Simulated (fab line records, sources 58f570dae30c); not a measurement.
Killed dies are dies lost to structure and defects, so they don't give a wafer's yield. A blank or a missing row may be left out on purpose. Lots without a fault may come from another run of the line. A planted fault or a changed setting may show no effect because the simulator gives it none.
Tool commonality check | flow berkeley_cmos170 | 14 lots, 42 wafers sampled

WHY IT WAS OPENED
At UCB170_M2_RS_MEAS_02 the reading M2_AL_RS is flagged on 2 of 14 lots. Wafers without a fault read 0.03243 ohm/sq, standard deviation 0.0003.
Rule: a lot is flagged when every wafer of it that has a number lies more than 4 standard deviations from that mean, or none has a number. The other lots count as sound.

lot  | measured     | on            | M2_AL_RS (ohm/sq), wafer by wafer | flag
L970 | day 8 05:38  | film_metro-01 | 0.03283 0.03257 0.03263           |
L969 | day 8 05:50  | film_metro-01 | 0.03252 0.03239 0.03245           |
L968 | day 8 08:39  | film_metro-02 | 0.03268 0.03252 0.03255           |
L971 | day 8 14:58  | film_metro-01 | 0.03223 0.0321 0.03209            |
L972 | day 8 15:02  | film_metro-04 | 0.03299 0.0329 0.03256            |
L976 | day 8 23:51  | film_metro-02 | 0.03248 0.03254 0.03296           |
L975 | day 8 23:58  | film_metro-01 | 0.03262 0.03263 0.03286           |
L977 | day 9 17:20  | film_metro-02 | 0.03263 0.03265 0.03258           |
L980 | day 10 04:41 | film_metro-04 | 0.03285 0.03302 0.0329            |
L982 | day 10 23:34 | film_metro-01 | 0.0272 0.02721 0.02741            | FLAGGED
L984 | day 11 07:08 | film_metro-01 | 0.0271 0.02711 0.0271             | FLAGGED
L988 | day 11 22:53 | film_metro-02 | 0.03219 0.03229 0.03226           |
L989 | day 12 06:53 | film_metro-01 | 0.03225 0.03212 0.03217           |
L990 | day 12 15:29 | film_metro-01 | 0.0326 0.03249 0.03237            |
The numbers of the flagged lots are 0.02719 ohm/sq on average: -0.00524 ohm/sq against the usual, or -17 standard deviations.

WHICH TOOL RAN EACH LOT
The record holds 2 process steps before the reading, out of a route of 331 steps. In each cell: the tool, then ch and the chambers that the sampled wafers went through, then the start.
lot  | flag    | UCB170_CONTACT_STRIP_19              | UCB170_M2_SPUTTER_01
L970 |         | plasma_asher-01 ch 0,1, day 7 21:26  | pvd_sputter-01, day 8 05:29
L969 |         | plasma_asher-01 ch 0,1, day 7 21:40  | pvd_sputter-02, day 8 05:43
L968 |         | plasma_asher-02 ch 0,1, day 7 23:35  | pvd_sputter-03, day 8 08:31
L971 |         | plasma_asher-01 ch 0,1, day 8 04:15  | pvd_sputter-01, day 8 14:50
L972 |         | plasma_asher-03 ch 0,1, day 8 04:44  | pvd_sputter-03, day 8 14:58
L976 |         | plasma_asher-02 ch 0,1, day 8 11:34  | pvd_sputter-03, day 8 23:42
L975 |         | plasma_asher-03 ch 0, day 8 12:29    | pvd_sputter-02, day 8 23:53
L977 |         | plasma_asher-01 ch 1, day 9 09:01    | pvd_sputter-03, day 9 17:14
L980 |         | plasma_asher-02 ch 0,1, day 9 19:29  | pvd_sputter-02, day 10 04:37
L982 | FLAGGED | plasma_asher-02 ch 0,1, day 10 14:52 | pvd_sputter-03, day 10 23:26
L984 | FLAGGED | plasma_asher-02 ch 0,1, day 10 22:53 | pvd_sputter-03, day 11 07:00
L988 |         | plasma_asher-01 ch 0,1, day 11 12:58 | pvd_sputter-01, day 11 22:48
L989 |         | plasma_asher-02 ch 0,1, day 11 21:34 | pvd_sputter-01, day 12 06:48
L990 |         | plasma_asher-02 ch 0,1, day 12 03:23 | pvd_sputter-02, day 12 15:25
What these steps do:
- UCB170_CONTACT_STRIP_19: strips in O2.
- UCB170_M2_SPUTTER_01: material Al, target thk 900 nm, time 120 s.
- UCB170_M2_RS_MEAS_02: measures by four-point-probe.

FLAGGED OVER TOTAL, TOOL BY TOOL (the gauges that took the reading come last)
step                    | tool            | lots run | flagged | share of the flagged lots | sound lots run after its first flagged lot
UCB170_CONTACT_STRIP_19 | plasma_asher-01 | 5        | 0       | none                      | -
UCB170_CONTACT_STRIP_19 | plasma_asher-02 | 7        | 2       | all                       | 2 (L989,L990)
UCB170_CONTACT_STRIP_19 | plasma_asher-03 | 2        | 0       | none                      | -
UCB170_M2_SPUTTER_01    | pvd_sputter-01  | 4        | 0       | none                      | -
UCB170_M2_SPUTTER_01    | pvd_sputter-02  | 4        | 0       | none                      | -
UCB170_M2_SPUTTER_01    | pvd_sputter-03  | 6        | 2       | all                       | 0
UCB170_M2_RS_MEAS_02    | film_metro-01   | 8        | 2       | all                       | 2 (L989,L990)
UCB170_M2_RS_MEAS_02    | film_metro-02   | 4        | 0       | none                      | -
UCB170_M2_RS_MEAS_02    | film_metro-04   | 2        | 0       | none                      | -

WHAT THE TABLE ALLOWS
3 rows of the table ran every flagged lot: plasma_asher-02 at UCB170_CONTACT_STRIP_19, pvd_sputter-03 at UCB170_M2_SPUTTER_01, film_metro-01 at UCB170_M2_RS_MEAS_02.
- plasma_asher-02 at UCB170_CONTACT_STRIP_19: 2 of its 7 lots flagged. Sound lots ran on it after the first flagged one (L989, L990), which a lasting fault on the whole tool wouldn't allow.
- pvd_sputter-03 at UCB170_M2_SPUTTER_01: 2 of its 6 lots flagged. Its last sound lot is L977 (day 9 17:14), its first flagged lot L982 (day 10 23:26): a fault that began between those two fits.
- film_metro-01 at UCB170_M2_RS_MEAS_02: 2 of its 8 lots flagged. Sound lots ran on it after the first flagged one (L989, L990), which a lasting fault on the whole tool wouldn't allow.
One tool is left: pvd_sputter-03 at UCB170_M2_SPUTTER_01.

WHAT THE SIMULATOR HAD PUT IN
Process parameter drift: pvd_sputter-03, from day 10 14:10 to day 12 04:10, at UCB170_M2_SPUTTER_01. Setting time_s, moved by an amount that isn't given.
Lots struck among those shown: L982, L984. The rule above found the same.
